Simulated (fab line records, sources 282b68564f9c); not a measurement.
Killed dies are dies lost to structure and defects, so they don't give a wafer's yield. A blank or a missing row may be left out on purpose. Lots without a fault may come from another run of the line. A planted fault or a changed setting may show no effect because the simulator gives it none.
A struck lot beside a sound one | flow rit_cmos | 18 steps out of a route of 202
Sound: wafers L855.1, L855.2, L855.4. Struck: wafers L857.3, L857.4, L857.6. The cause comes at the end.
At each step with rows: each side's tool, then ch and its chambers, then its first start. Under that, the readings that differ: sound wafers | struck wafers | difference of the means | sigmas: that difference in standard deviations of wafers without a fault.
alike: readings whose means differ by less than 2 such deviations, and words and numbers that are the same on both sides. not compared: withheld readings, readings that some wafer has no value for, bounds like >300 that may hide the same value, and numbers for which the record gives no deviation and whose values overlap.
The two part at a step that has a row with sigmas, a row that says differs or no value, or rows on one side only. Numbers that don't overlap but have no deviation are shown without sigmas and don't part them. A reading that every wafer of one side lacks parts them only if that side has two wafers or more.

first, 4 steps without rows for these wafers: RIT_NRETRO_SOFTBAKE_02 (time 60 s); RIT_NRETRO_EXPOSE_03 (exposes mask M4, target cd 43900 nm); RIT_NRETRO_PEB_04; RIT_NRETRO_DEVELOP_05 (develop time 68 s).
RIT_NRETRO_OVL_MEAS_06:
  sound on overlay-02, day 5 04:17; struck on overlay-01, day 5 12:50
  alike: NRETRO_OVL
then, 2 steps without rows for these wafers: RIT_NRETRO_HARDBAKE_07 (time 120 s); RIT_NRETRO_IMPLANT_08.
RIT_NRETRO_STRIP_09: strips in O2, time 180 s.
  sound on plasma_asher-04 ch 0,1, day 5 04:43; struck on plasma_asher-03 ch 0,1, day 5 13:19
  alike: drypump_motor_current_A, o2_flow_sccm, rf_refl_power_W
  not compared: rf_hours_counter_h
RIT_NRETRO_TW_MEAS_10:
  sound on film_metro-03, day 5 04:53; struck on film_metro-04, day 5 13:27
  alike: NRETRO_TW
then, 3 steps without rows for these wafers: RIT_PRETRO_HMDS_00 (prime time 60 s); RIT_PRETRO_COAT_01 (resist thk 1300 nm); RIT_PRETRO_SOFTBAKE_02 (time 60 s).
RIT_PRETRO_EXPOSE_03: exposes mask M5, target cd 43700 nm.
  sound on iline_stepper-01 ch 0, day 5 05:38; struck on iline_stepper-02 ch 0, day 5 13:59
  reading                        | sound                | struck            | difference | sigmas
  model.PRETRO.overlay_x_nm (nm) | 0.5889 0.5889 0.5889 | 239.8 239.8 239.8 | +239.2     |
  alike: mask
then, 2 steps without rows for these wafers: RIT_PRETRO_PEB_04; RIT_PRETRO_DEVELOP_05 (develop time 68 s).
RIT_PRETRO_OVL_MEAS_06:
  sound on overlay-01, day 5 06:08; struck on overlay-02, day 5 14:23
  reading         | sound       | struck            | difference | sigmas
  PRETRO_OVL (nm) | 3.4 3.1 2.8 | 238.2 239.6 239.6 | +236.0     | +99 or more
then, 1 step without rows for these wafers: RIT_PRETRO_HARDBAKE_07 (time 120 s).
RIT_M1_PROBE_99:
  sound on prober-02, day 6 07:28; struck on prober-02, day 6 17:19
  reading                                    | sound                | struck               | difference | sigmas
  model.etest.well_edge_left.line_ohm_um     | 178.4 182.9 182.3    | 187 183.3 184.9      | +4         |
  model.etest.retro_edge_pmos.off_log10_a_um | -10.19 -10.09 -10.34 | -8.159 -8.512 -8.453 | +1.832     |
  model.etest.retro_edge_nmos.off_log10_a_um | -9.161 -9.665 -9.819 | -8.038 -8.012 -7.955 | +1.547     |
  alike: killed_at_contacts, killed_at_front_end, killed_dies, killed_open, killed_short

WHERE THEY PART
Only at RIT_PRETRO_OVL_MEAS_06, within this record. Later steps at which nothing parts them and some readings are alike: RIT_M1_PROBE_99.

WHY: what the simulator had put in
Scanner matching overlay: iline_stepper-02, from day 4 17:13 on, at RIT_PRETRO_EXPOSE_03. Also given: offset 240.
